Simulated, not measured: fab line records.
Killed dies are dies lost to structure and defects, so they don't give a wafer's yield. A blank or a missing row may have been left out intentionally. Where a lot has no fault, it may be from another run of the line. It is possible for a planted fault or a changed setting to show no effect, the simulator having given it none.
Problem report in the 8D (eight disciplines) form, filled by code | flow ritCmos | the parts of the form that need people (team, actions taken, sign-off) are left out

1. THE PROBLEM
SILICIDE_TI_RS at RIT_SILICIDE_RS_MEAS_02 reads a mean of 36.1 ohm/sq on 2 wafers of 2 lots; wafers without a fault read 48.2 ohm/sq with a standard deviation of 0.67. Relative to the usual mean, that is a shift of -18 standard deviations.
The step: measures by four-point-probe.
Seen first at day 5 03:28 on filmMetro-02, wafer L853.5. The record holds 42 wafers of 14 lots with a number at this step. Rule for "out", or "out of limits": more than 4 standard deviations from the usual mean. The rest of the wafers with a number are treated as sound.

2. WHAT IT IS, WHAT IT ISN'T
question                    | is                         | is not
which readings at this step | SILICIDE_TI_RS             | -
which lots                  | L853, L855                 | L844, L845, L846, L847, L848, L849, L861, L862, L863, L865, L866, L867
which wafers of those lots  | L853.5, L855.3             | L853.3, L853.4, L855.2, L855.6
read on which gauges        | filmMetro-01, filmMetro-02 | filmMetro-04
when                        | from day 5 03:28           | up to then (20 sound wafers); but 20 sound wafers of L855, L861, L862, L863, L865, L866, L867 came after

3. SUSPECTS, AND WHAT RULES EACH OUT
Counting: a tool at a process step up to the reading stays a suspect if it ran every lot that is out. Sound lots after the first of them don't rule it out here, since some wafers of a struck lot are sound.
- the gauge at RIT_SILICIDE_RS_MEAS_02 has been ruled out. Those wafers that are out were read across 2 gauges (filmMetro-01, filmMetro-02).
- pvdSputter-04 at RIT_SILICIDE_SPUTTER_01 (material Ti, target thk 30 nm, time 240 s): kept. It processed each lot that is out (first: L853, day 5 03:17); up to then, its last sound lot is L848 (day 4 06:34). Its own chamberPressurePa readings are out on those wafers.
The count leaves pvdSputter-04 at RIT_SILICIDE_SPUTTER_01.

4. THE CAUSE (what the simulator had put in)
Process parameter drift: pvdSputter-04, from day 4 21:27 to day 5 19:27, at RIT_SILICIDE_SPUTTER_01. From 0.667, the setting chamberPressurePa moved by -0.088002. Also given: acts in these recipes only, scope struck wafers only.
Only this tool survived the counting.

5. SEQUENCE OF EFFECTS, ordered by route
One row per reading whose mean, taken over the struck wafers that have a number, lies over 3 standard deviations from the usual. Readings are gone through only where the record gives a usual standard deviation; hours: the median, over the lots, of the time from a lot's start at the first step in this table giving one to that lot's start at this step; sigmas: the change measured in usual standard deviations.
hours | step                     | reading           | usual       | on struck wafers | change  | sigmas
0     | RIT_SILICIDE_SPUTTER_01  | chamberPressurePa | 0.6671 Pa   | 0.5777           | -0.0894 | -69
0     | RIT_SILICIDE_RS_MEAS_02  | SILICIDE_TI_RS    | 48.2 ohm/sq | 36.1             | -12.1   | -18
2     | RIT_SILICIDE_THK_MEAS_03 | SILICIDE_TI_THK   | 30.0 nm     | 31.3             | +1.3    | +3.5
It contains these process steps:
- RIT_SILICIDE_SPUTTER_01: material Ti, target thk 30 nm, time 240 s.

6. WHAT WOULD HAVE CAUGHT IT SOONER
In this record the first reading out of limits at a measuring or inspecting step was taken at day 5 03:28, 6 hours after the fault began at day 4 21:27.
Tool's own readings at RIT_SILICIDE_SPUTTER_01, chamberPressurePa: out on all struck wafers the step has rows for; an alarm limit on them would have tripped on the first.
Lots out: 2; of these, L855 started RIT_SILICIDE_SPUTTER_01 on pvdSputter-04 after day 5 03:28. Putting the tool on hold at that point would have spared it.
